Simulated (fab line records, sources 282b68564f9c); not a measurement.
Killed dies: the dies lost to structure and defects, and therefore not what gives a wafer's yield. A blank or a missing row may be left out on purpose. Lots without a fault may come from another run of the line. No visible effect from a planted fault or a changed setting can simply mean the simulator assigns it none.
fab line records    flow rit_cmos    part 1 of 2: steps 1 to 35 of 47
[record] lots = 5  wafers = 15  last_day = 7
route steps=202 shown SPACER@125 NSD@131 PSD@142 SDANNEAL@153 PLDD@159 NLDD@160 SILICIDE@161 CONTACT@168
lots with no fault: from the same line, run without faults
start_h: start of the lot's first displayed wafer, in hours after the record's first day    wait_h: hours from the lot's prior step to this one    " unchanged from the row above    L1.1+2: a row that stands for several wafers    - value missing, or start not given    * or withheld: withheld    < > ~ a bound
route shown NAME@n: a module of which the file shows steps, and the number in the route of the first    usual: average and standard deviation across the fault-free wafers    same: alike in all rows    chamber/n: place in a boat    sites: readings site by site    _std_site: the values' standard deviation    _edge_site: the outer-site mean with the inner-site mean subtracted    radius_mm: for every site, how far away it sits from the centre of the wafer    mask NAME#n: copy n    behind: the tool/chamber that last shaped the wafer    hold: why the lot went on hold/how many hours it stayed there/how the hold came to an end    device: transistor that didn't switch, given as n, p or np    end of line: the same wafers' tests at the end of the route    a step given without rows: its recipe and nothing more    killed: dies lost to structure and defects at the first sort, not the wafer's yield    map: the dies of a wafer, with x for killed, . for not killed, _ for no die there
set.NAME: the setting as run; set.NAME@STEP: as run at that earlier step    model.NAME: the simulator's own value behind a step, which no gauge read
a table for each step, a row for each wafer; lots at some steps of the route
services: when a tool's chamber went out of use (start_h, in hours from the record's first day, below 0 if earlier), for how many hours, and the reason
[[steps]]
[step RIT_SPACER_CLEAN_00]
[recipe] chemistry = SC1  mix = 3:3:50  time_s = 600  temp_c = 75
lot.wafer   tool          chamber  start_h  wait_h
L077.1+2+5  wet_bench-04  0        65.92    0.1
L078.4+5+6  wet_bench-02  2        72.68    0.0
L079.1+4+5  wet_bench-02  0        80.34    0.1
L082.2+3+6  wet_bench-04  1        95.26    0.0
L096.2+3+4  wet_bench-03  2        162.35   0.0
[step RIT_SPACER_CLEAN_01]
[recipe] chemistry = dHF  dilution = 50:1  time_s = 30
lot.wafer   tool          chamber  start_h  wait_h
L077.1+2+5  wet_bench-02  2        66.10    0.0
L078.4+5+6  wet_bench-03  3        72.86    0.0
L079.1+4+5  wet_bench-03  1        80.51    0.0
L082.2+3+6  wet_bench-03  2        95.45    0.0
L096.2+3+4  wet_bench-04  1        162.70   0.0
[step RIT_SPACER_CLEAN_02]
[recipe] chemistry = SC2  mix = 3:3:50  time_s = 600  temp_c = 75  dry = n2_spin
lot.wafer   tool          chamber  start_h  wait_h
L077.1+2+5  wet_bench-04  1        66.11    0.0
L078.4+5+6  wet_bench-04  1        72.87    0.0
L079.1+4+5  wet_bench-04  2        80.53    0.0
L082.2+3+6  wet_bench-04  1        95.46    0.0
L096.2+3+4  wet_bench-02  3        162.72   0.0
[step RIT_SPACER_CVD_03]
[recipe] material = Si3N4  target_thk_nm = 250  temp_c = 810  precursor = SiH2Cl2/NH3  time_s = 3300  pressure_mtorr = 300  sih2cl2_flow_sccm = 60  nh3_flow_sccm = 150
[usual] pressure_mtorr = 299.9/0.64
lot.wafer  tool      chamber  start_h  wait_h  pressure_mtorr
L077.1     lpcvd-01  1        66.29    0.0     300.8
L077.2     "         1        "        "       301.0
L077.5     "         1        "        "       299.3
L078.4     lpcvd-02  0        73.05    0.0     299.4
L078.5     "         0        "        "       299.4
L078.6     "         0        "        "       298.7
L079.1     lpcvd-02  1        80.70    0.0     300.4
L079.4     "         1        "        "       300.4
L079.5     "         1        "        "       300.5
L082.2     lpcvd-02  1        95.66    0.0     300.1
L082.3     "         1        "        "       299.4
L082.6     "         1        "        "       299.2
L096.2     lpcvd-02  1        162.89   0.0     299.8
L096.3     "         1        "        "       300.2
L096.4     "         1        "        "       299.8
[step RIT_SPACER_THK_MEAS_04]
[recipe] reads = Si3N4_of_SPACER_CVD_03
[usual] SPACER_NITRIDE_THK = 249.0/2.4
lot.wafer  tool           chamber  start_h  wait_h  SPACER_NITRIDE_THK[nm]
L077.1     film_metro-02  -        69.16    0.0     248.2
L077.2     "              -        "        "       249.5
L077.5     "              -        "        "       250.3
L078.4     film_metro-02  -        74.99    0.0     247.2
L078.5     "              -        "        "       250.0
L078.6     "              -        "        "       248.1
L079.1     film_metro-03  -        82.62    0.0     242.6
L079.4     "              -        "        "       242.0
L079.5     "              -        "        "       244.9
L082.2     film_metro-01  -        97.58    0.0     253.1
L082.3     "              -        "        "       254.4
L082.6     "              -        "        "       251.9
L096.2     film_metro-01  -        165.78   0.0     247.2
L096.3     "              -        "        "       250.8
L096.4     "              -        "        "       249.9
[step RIT_SPACER_ETCHBACK_05]
[recipe] target_depth_a = 2500  SF6_flow_sccm = 30  CHF3_flow_sccm = 30  target = Si3N4  chemistry = SF6/CHF3  pressure_mtorr = 40  rf_w = 250  time_s = 240  stop_on = SiO2
[usual] drypump_motor_current_A = 5.9/0.39  oes_product_au = 0.844/0.013  throttle_valve_pct = 10.29/0.17
lot.wafer  tool         chamber  start_h  wait_h  drypump_motor_current_A  oes_product_au  rf_hours_counter_h  throttle_valve_pct
L077.1     rie_diel-03  3        69.22    0.1     6.0                      0.848           52                  9.98
L077.2     "            0        "        "       6.2                      0.831           7                   10.46
L077.5     "            0        "        "       6.2                      0.836           -                   10.49
L078.4     rie_diel-02  2        75.02    0.0     6.0                      0.840           0                   10.51
L078.5     "            0        "        "       5.8                      0.840           -                   10.27
L078.6     "            1        "        "       5.8                      0.846           -                   10.27
L079.1     rie_diel-01  1        82.68    0.1     5.9                      0.842           61                  10.17
L079.4     "            0        "        "       6.3                      0.836           1                   10.33
L079.5     "            3        "        "       5.6                      0.826           -                   10.31
L082.2     rie_diel-03  1        97.63    0.0     6.0                      0.853           129                 10.48
L082.3     "            3        "        "       6.0                      0.871           52                  9.98
L082.6     "            2        "        "       5.1                      0.855           -                   10.30
L096.2     rie_diel-03  0        165.83   0.0     6.1                      0.831           9                   10.46
L096.3     "            2        "        "       5.1                      0.859           6                   10.30
L096.4     "            1        "        "       6.0                      0.841           130                 10.48
[step RIT_NSD_HMDS_00]
[recipe] prime_time_s = 60  prime_temp_c = 140
lot.wafer   tool            chamber  start_h  wait_h
L077.1+2+5  litho_track-01  0        69.37    0.1
L078.4+5+6  litho_track-02  0        75.25    0.1
L079.1+4+5  litho_track-04  0        82.83    0.1
L082.2+3+6  litho_track-02  0        97.81    0.1
L096.2+3+4  litho_track-01  0        166.00   0.1
[step RIT_NSD_COAT_01]
[recipe] resist = NOVOLAK  spin_rpm = 3286  resist_thk_nm = 1000
lot.wafer   tool            chamber  start_h  wait_h
L077.1+2+5  litho_track-01  0        69.52    0.1
L078.4+5+6  litho_track-02  0        75.40    0.1
L079.1+4+5  litho_track-04  0        82.98    0.1
L082.2+3+6  litho_track-02  0        97.96    0.1
L096.2+3+4  litho_track-01  0        166.15   0.1
[step RIT_NSD_SOFTBAKE_02]
[recipe] resist = NOVOLAK  temp_c = 90  time_s = 60
lot.wafer   tool            chamber  start_h  wait_h
L077.1+2+5  litho_track-01  0        69.67    0.1
L078.4+5+6  litho_track-02  0        75.55    0.1
L079.1+4+5  litho_track-04  0        83.13    0.1
L082.2+3+6  litho_track-02  0        98.11    0.1
L096.2+3+4  litho_track-01  0        166.30   0.1
[step RIT_NSD_EXPOSE_03]
[recipe] mask_id = M9  na = 0.57  target_cd_nm = 40700  dose_mj = 250
lot.wafer   tool              chamber  start_h  wait_h  mask
L077.1+2+5  iline_stepper-02  0        69.95    0.2     M9#0
L078.4+5+6  iline_stepper-02  0        75.68    0.1     M9#0
L079.1+4+5  iline_stepper-01  0        83.28    0.1     M9#0
L082.2+3+6  iline_stepper-02  0        98.25    0.1     M9#0
L096.2+3+4  iline_stepper-02  0        166.57   0.2     M9#0
[step RIT_NSD_PEB_04]
[recipe] resist = NOVOLAK  temp_c = withheld  time_s = withheld
lot.wafer   tool            chamber  start_h  wait_h
L077.1+2+5  litho_track-04  0        70.06    0.1
L078.4+5+6  litho_track-04  0        75.82    0.1
L079.1+4+5  litho_track-02  0        83.47    0.2
L082.2+3+6  litho_track-01  0        98.37    0.1
L096.2+3+4  litho_track-02  0        166.69   0.1
[step RIT_NSD_DEVELOP_05]
[recipe] resist = NOVOLAK  develop_time_s = 50  dev_temp_c = 23
lot.wafer   tool            chamber  start_h  wait_h
L077.1+2+5  litho_track-04  0        -        -
L078.4+5+6  litho_track-04  0        -        -
L079.1+4+5  litho_track-02  0        -        -
L082.2+3+6  litho_track-01  0        -        -
L096.2+3+4  litho_track-02  0        -        -
[step RIT_NSD_OVL_MEAS_06]
[usual] NSD_OVL = 0.7/1.4
lot.wafer  tool        chamber  start_h  wait_h  NSD_OVL[nm]
L077.1     overlay-02  -        70.35    -       0.9
L077.2     "           -        "        "       2.8
L077.5     "           -        "        "       2.9
L078.4     overlay-02  -        76.04    -       -0.5
L078.5     "           -        "        "       0.4
L078.6     "           -        "        "       0.8
L079.1     overlay-02  -        83.76    -       0.7
L079.4     "           -        "        "       1.3
L079.5     "           -        "        "       3.8
L082.2     overlay-02  -        98.64    -       -0.4
L082.3     "           -        "        "       2.0
L082.6     "           -        "        "       1.0
L096.2     overlay-02  -        166.96   -       -1.8
L096.3     "           -        "        "       -2.1
L096.4     "           -        "        "       -0.2
[step RIT_NSD_HARDBAKE_07]
[recipe] resist = NOVOLAK  temp_c = 140  time_s = 60
lot.wafer   tool            chamber  start_h  wait_h
L077.1+2+5  litho_track-02  0        70.42    0.1
L078.4+5+6  litho_track-02  0        76.13    0.1
L079.1+4+5  litho_track-04  0        83.79    0.0
L082.2+3+6  litho_track-02  0        98.69    0.0
L096.2+3+4  litho_track-01  0        167.01   0.0
[step RIT_NSD_IMPLANT_08]
[recipe] species = P  energy_kev = 25  dose_cm2 = 1e+15  tilt_deg = 7
[usual] tilt_deg = 7.000/0.019
lot.wafer  tool          chamber  start_h  wait_h  tilt_deg
L077.1     implanter-01  0        70.57    0.1     7.035
L077.2     "             0        "        "       7.016
L077.5     "             0        "        "       7.008
L078.4     implanter-01  0        76.28    0.1     7.009
L078.5     "             0        "        "       6.997
L078.6     "             0        "        "       6.981
L079.1     implanter-01  0        83.94    0.1     7.011
L079.4     "             0        "        "       7.002
L079.5     "             0        "        "       7.016
L082.2     implanter-03  0        98.84    0.1     6.982
L082.3     "             0        "        "       6.970
L082.6     "             0        "        "       6.987
L096.2     implanter-03  0        167.16   0.1     7.046
L096.3     "             0        "        "       7.017
L096.4     "             0        "        "       6.995
[step RIT_NSD_STRIP_09]
[recipe] chemistry = O2  time_s = 180  resist = NOVOLAK  platen_temp_c = withheld  power_w = 500  pressure_mtorr = 4000  o2_flow_sccm = 4000
[usual] drypump_motor_current_A = 5.64/0.28
lot.wafer  tool             chamber  start_h  wait_h  drypump_motor_current_A  rf_hours_counter_h
L077.1     plasma_asher-02  0        70.72    0.1     5.13                     26
L077.2     "                1        "        "       5.70                     26
L077.5     "                0        "        "       5.13                     -
L078.4     plasma_asher-03  1        76.42    0.1     5.64                     -
L078.5     "                1        "        "       5.64                     -
L078.6     "                0        "        "       5.54                     -
L079.1     plasma_asher-01  0        84.09    0.1     5.55                     44
L079.4     "                0        "        "       5.55                     -
L079.5     "                0        "        "       5.55                     -
L082.2     plasma_asher-02  0        98.97    0.1     5.12                     30
L082.3     "                0        "        "       5.12                     -
L082.6     "                1        "        "       5.68                     -
L096.2     plasma_asher-01  1        167.29   0.1     6.09                     52
L096.3     "                1        "        "       6.03                     -
L096.4     "                0        "        "       5.54                     -
[step RIT_NSD_TW_MEAS_10]
[usual] NSD_TW = 3115/11
lot.wafer  tool           chamber  start_h  wait_h  NSD_TW
L077.1     film_metro-02  -        70.89    0.1     3114
L077.2     "              -        "        "       3094
L077.5     "              -        "        "       3097
L078.4     film_metro-03  -        76.56    0.1     3119
L078.5     "              -        "        "       3132
L078.6     "              -        "        "       3120
L079.1     film_metro-04  -        84.27    0.1     3114
L079.4     "              -        "        "       3122
L079.5     "              -        "        "       3131
L082.2     film_metro-03  -        99.15    0.1     3120
L082.3     "              -        "        "       3137
L082.6     "              -        "        "       3113
L096.2     film_metro-03  -        167.47   0.1     3107
L096.3     "              -        "        "       3101
L096.4     "              -        "        "       3111
[step RIT_PSD_HMDS_00]
[recipe] prime_time_s = 60  prime_temp_c = 140
lot.wafer   tool            chamber  start_h  wait_h
L077.1+2+5  litho_track-03  0        70.95    0.1
L078.4+5+6  litho_track-01  0        76.67    0.1
L079.1+4+5  litho_track-01  0        84.33    0.1
L082.2+3+6  litho_track-02  0        99.23    0.1
L096.2+3+4  litho_track-01  0        167.55   0.1
[step RIT_PSD_COAT_01]
[recipe] resist = NOVOLAK  spin_rpm = 3250  resist_thk_nm = 992
lot.wafer   tool            chamber  start_h  wait_h
L077.1+2+5  litho_track-03  0        71.10    0.1
L078.4+5+6  litho_track-01  0        76.82    0.1
L079.1+4+5  litho_track-01  0        84.48    0.1
L082.2+3+6  litho_track-02  0        99.38    0.1
L096.2+3+4  litho_track-01  0        167.70   0.1
[step RIT_PSD_SOFTBAKE_02]
[recipe] resist = NOVOLAK  temp_c = 90  time_s = 60
lot.wafer   tool            chamber  start_h  wait_h
L077.1+2+5  litho_track-03  0        71.25    0.1
L078.4+5+6  litho_track-01  0        76.97    0.1
L079.1+4+5  litho_track-01  0        84.63    0.1
L082.2+3+6  litho_track-02  0        99.53    0.1
L096.2+3+4  litho_track-01  0        167.85   0.1
[step RIT_PSD_EXPOSE_03]
[recipe] mask_id = M10  na = 0.57  target_cd_nm = 40900  dose_mj = 250
lot.wafer   tool              chamber  start_h  wait_h  mask
L077.1+2+5  iline_stepper-01  0        71.40    0.1     M10#0
L078.4+5+6  iline_stepper-01  0        77.10    0.1     M10#0
L079.1+4+5  iline_stepper-01  0        84.90    0.2     M10#0
L082.2+3+6  iline_stepper-01  0        99.80    0.2     M10#0
L096.2+3+4  iline_stepper-02  0        167.99   0.1     M10#0
[step RIT_PSD_PEB_04]
[recipe] resist = NOVOLAK  temp_c = withheld  time_s = withheld
lot.wafer   tool            chamber  start_h  wait_h
L077.1+2+5  litho_track-01  0        71.52    0.1
L078.4+5+6  litho_track-02  0        77.43    0.3
L079.1+4+5  litho_track-02  0        85.02    0.1
L082.2+3+6  litho_track-01  0        99.92    0.1
L096.2+3+4  litho_track-02  0        168.12   0.1
[step RIT_PSD_DEVELOP_05]
[recipe] resist = NOVOLAK  develop_time_s = 50  dev_temp_c = 23
lot.wafer   tool            chamber  start_h  wait_h
L077.1+2+5  litho_track-01  0        -        -
L078.4+5+6  litho_track-02  0        -        -
L079.1+4+5  litho_track-02  0        -        -
L082.2+3+6  litho_track-01  0        -        -
L096.2+3+4  litho_track-02  0        -        -
[step RIT_PSD_OVL_MEAS_06]
[usual] PSD_OVL = -0.6/1.2
lot.wafer  tool        chamber  start_h  wait_h  PSD_OVL[nm]
L077.1     overlay-02  -        71.80    -       -0.7
L077.2     "           -        "        "       -0.9
L077.5     "           -        "        "       0.3
L078.4     overlay-01  -        77.66    -       -3.3
L078.5     "           -        "        "       -4.1
L078.6     "           -        "        "       -3.6
L079.1     overlay-01  -        85.30    -       -0.9
L079.4     "           -        "        "       -1.7
L079.5     "           -        "        "       -1.8
L082.2     overlay-02  -        100.18   -       -1.8
L082.3     "           -        "        "       -2.2
L082.6     "           -        "        "       -1.2
L096.2     overlay-01  -        168.38   -       -0.7
L096.3     "           -        "        "       -1.0
L096.4     "           -        "        "       -2.5
[step RIT_PSD_HARDBAKE_07]
[recipe] resist = NOVOLAK  temp_c = 140  time_s = 60
lot.wafer   tool            chamber  start_h  wait_h
L077.1+2+5  litho_track-01  0        71.84    0.0
L078.4+5+6  litho_track-01  0        77.92    0.3
L079.1+4+5  litho_track-03  0        85.34    0.0
L082.2+3+6  litho_track-01  0        100.24   0.0
L096.2+3+4  litho_track-01  0        168.43   0.0
[step RIT_PSD_IMPLANT_08]
[recipe] species = BF2  energy_kev = 27  dose_cm2 = 5e+15  tilt_deg = 7
[usual] tilt_deg = 7.000/0.019
lot.wafer  tool          chamber  start_h  wait_h  tilt_deg
L077.1     implanter-01  0        71.99    0.1     7.001
L077.2     "             0        "        "       7.027
L077.5     "             0        "        "       7.007
L078.4     implanter-04  0        78.07    0.1     7.031
L078.5     "             0        "        "       6.968
L078.6     "             0        "        "       7.004
L079.1     implanter-01  0        85.49    0.1     7.007
L079.4     "             0        "        "       7.007
L079.5     "             0        "        "       6.990
L082.2     implanter-04  0        100.39   0.1     6.986
L082.3     "             0        "        "       6.970
L082.6     "             0        "        "       6.983
L096.2     implanter-04  0        168.58   0.1     6.999
L096.3     "             0        "        "       7.002
L096.4     "             0        "        "       7.009
[step RIT_PSD_STRIP_09]
[recipe] chemistry = O2  time_s = 180  resist = NOVOLAK  platen_temp_c = withheld  power_w = 500  pressure_mtorr = 4000  o2_flow_sccm = 4000
[usual] drypump_motor_current_A = 5.63/0.25
lot.wafer  tool             chamber  start_h  wait_h  drypump_motor_current_A  rf_hours_counter_h
L077.1     plasma_asher-03  1        72.14    0.1     5.64                     42
L077.2     "                0        "        "       5.53                     42
L077.5     "                1        "        "       5.64                     -
L078.4     plasma_asher-04  0        78.21    0.1     5.92                     -
L078.5     "                1        "        "       5.68                     -
L078.6     "                0        "        "       5.91                     -
L079.1     plasma_asher-03  1        85.64    0.1     5.65                     44
L079.4     "                0        "        "       5.55                     -
L079.5     "                0        "        "       5.57                     -
L082.2     plasma_asher-02  1        100.51   0.1     5.69                     30
L082.3     "                1        "        "       5.66                     -
L082.6     "                1        "        "       5.67                     -
L096.2     plasma_asher-02  0        168.71   0.1     5.10                     37
L096.3     "                0        "        "       5.11                     -
L096.4     "                1        "        "       5.69                     -
[step RIT_PSD_TW_MEAS_10]
[usual] PSD_TW = 3420/15
lot.wafer  tool           chamber  start_h  wait_h  PSD_TW
L077.1     film_metro-04  -        72.31    0.1     3419
L077.2     "              -        "        "       3425
L077.5     "              -        "        "       3439
L078.4     film_metro-02  -        78.35    0.1     3405
L078.5     "              -        "        "       3410
L078.6     "              -        "        "       3401
L079.1     film_metro-04  -        85.81    0.1     3412
L079.4     "              -        "        "       3435
L079.5     "              -        "        "       3429
L082.2     film_metro-03  -        100.70   0.1     3442
L082.3     "              -        "        "       3432
L082.6     "              -        "        "       3441
L096.2     film_metro-02  -        168.89   0.1     3445
L096.3     "              -        "        "       3428
L096.4     "              -        "        "       3424
[step RIT_SDANNEAL_CLEAN_00]
[recipe] chemistry = SC1  mix = 3:3:50  time_s = 600  temp_c = 75
lot.wafer   tool          chamber  start_h  wait_h
L077.1+2+5  wet_bench-03  2        72.37    0.1
L078.4+5+6  wet_bench-01  2        78.38    0.0
L079.1+4+5  wet_bench-03  2        85.87    0.1
L082.2+3+6  wet_bench-01  3        100.75   0.0
L096.2+3+4  wet_bench-01  0        168.94   0.0
[step RIT_SDANNEAL_CLEAN_01]
[recipe] chemistry = dHF  dilution = 50:1  time_s = 30
lot.wafer   tool          chamber  start_h  wait_h
L077.1+2+5  wet_bench-04  1        72.55    0.0
L078.4+5+6  wet_bench-04  3        78.56    0.0
L079.1+4+5  wet_bench-01  3        86.05    0.0
L082.2+3+6  wet_bench-03  1        100.92   0.0
L096.2+3+4  wet_bench-04  3        169.12   0.0
[step RIT_SDANNEAL_CLEAN_02]
[recipe] chemistry = SC2  mix = 3:3:50  time_s = 600  temp_c = 75  dry = n2_spin
lot.wafer   tool          chamber  start_h  wait_h
L077.1+2+5  wet_bench-01  1        72.57    0.0
L078.4+5+6  wet_bench-03  1        78.57    0.0
L079.1+4+5  wet_bench-04  0        86.07    0.0
L082.2+3+6  wet_bench-04  3        100.94   0.0
L096.2+3+4  wet_bench-01  1        169.14   0.0
[step RIT_SDANNEAL_RTA_03]
[recipe] temp_c = 1050  time_s = 5  idle_temp_c = 600  ramp_up_c_per_s = 342  ramp_down_c_per_s = 171  cool_to_c = 600  ambient = N2
[usual] ramp_up_c_per_s = 341.99/0.067  wafer_temp_C_max = 1053.5/1.2
lot.wafer  tool           chamber  start_h  wait_h  ramp_up_c_per_s  wafer_temp_C_max
L077.1     rtp_anneal-01  0        72.74    0.0     341.96           1053.7
L077.2     "              0        "        "       342.10           1053.0
L077.5     "              0        "        "       341.91           1051.8
L078.4     rtp_anneal-02  0        78.78    0.0     341.92           1053.7
L078.5     "              0        "        "       342.04           1051.7
L078.6     "              0        "        "       341.99           1053.4
L079.1     rtp_anneal-02  0        86.24    0.0     342.21           1052.3
L079.4     "              0        "        "       342.04           1054.3
L079.5     "              0        "        "       341.86           1053.9
L082.2     rtp_anneal-02  0        101.13   0.0     342.07           1055.2
L082.3     "              0        "        "       341.92           1052.4
L082.6     "              0        "        "       342.03           1052.2
L096.2     rtp_anneal-02  0        169.32   0.0     341.99           1055.9
L096.3     "              0        "        "       341.98           1053.1
L096.4     "              0        "        "       341.91           1052.9
[step RIT_SDANNEAL_RS_MEAS_04]
[recipe] thk_meas_gauge = four-point-probe
[usual] PSD_RS = 115.85/0.29
lot.wafer  tool           chamber  start_h  wait_h  PSD_RS[ohm/sq]
L077.1     film_metro-02  -        72.80    0.0     115.67
L077.2     "              -        "        "       115.80
L077.5     "              -        "        "       115.50
L078.4     film_metro-03  -        78.87    0.1     116.31
L078.5     "              -        "        "       116.08
L078.6     "              -        "        "       116.11
L079.1     film_metro-02  -        86.30    0.0     115.45
L079.4     "              -        "        "       115.51
L079.5     "              -        "        "       115.77
L082.2     film_metro-03  -        101.31   0.2     116.08
L082.3     "              -        "        "       115.97
L082.6     "              -        "        "       115.86
L096.2     film_metro-03  -        169.39   0.1     115.74
L096.3     "              -        "        "       115.64
L096.4     "              -        "        "       115.41
[step RIT_SDANNEAL_RS_MEAS_05]
[recipe] thk_meas_gauge = four-point-probe
[usual] NSD_RS = 84.57/0.29
lot.wafer  tool           chamber  start_h  wait_h  NSD_RS[ohm/sq]
L077.1     film_metro-02  -        72.92    0.1     84.58
L077.2     "              -        "        "       84.45
L077.5     "              -        "        "       84.38
L078.4     film_metro-03  -        78.99    0.1     85.03
L078.5     "              -        "        "       84.90
L078.6     "              -        "        "       84.22
L079.1     film_metro-02  -        86.42    0.1     84.42
L079.4     "              -        "        "       84.58
L079.5     "              -        "        "       84.40
L082.2     film_metro-03  -        101.43   0.1     84.92
L082.3     "              -        "        "       85.18
L082.6     "              -        "        "       84.96
L096.2     film_metro-03  -        169.51   0.1     84.57
L096.3     "              -        "        "       84.14
L096.4     "              -        "        "       84.48
[step RIT_SDANNEAL_RS_MEAS_06]
[recipe] thk_meas_gauge = four-point-probe
[usual] PLDD_RS = 176.8/0.48
lot.wafer  tool           chamber  start_h  wait_h  PLDD_RS[ohm/sq]
L077.1     film_metro-02  -        73.04    0.1     176.3
L077.2     "              -        "        "       176.4
L077.5     "              -        "        "       176.5
L078.4     film_metro-03  -        79.11    0.1     176.6
L078.5     "              -        "        "       177.5
L078.6     "              -        "        "       177.2
L079.1     film_metro-02  -        86.54    0.1     176.3
L079.4     "              -        "        "       176.8
L079.5     "              -        "        "       176.6
L082.2     film_metro-03  -        101.55   0.1     177.0
L082.3     "              -        "        "       177.1
L082.6     "              -        "        "       176.8
L096.2     film_metro-03  -        169.63   0.1     176.9
L096.3     "              -        "        "       176.9
L096.4     "              -        "        "       176.4
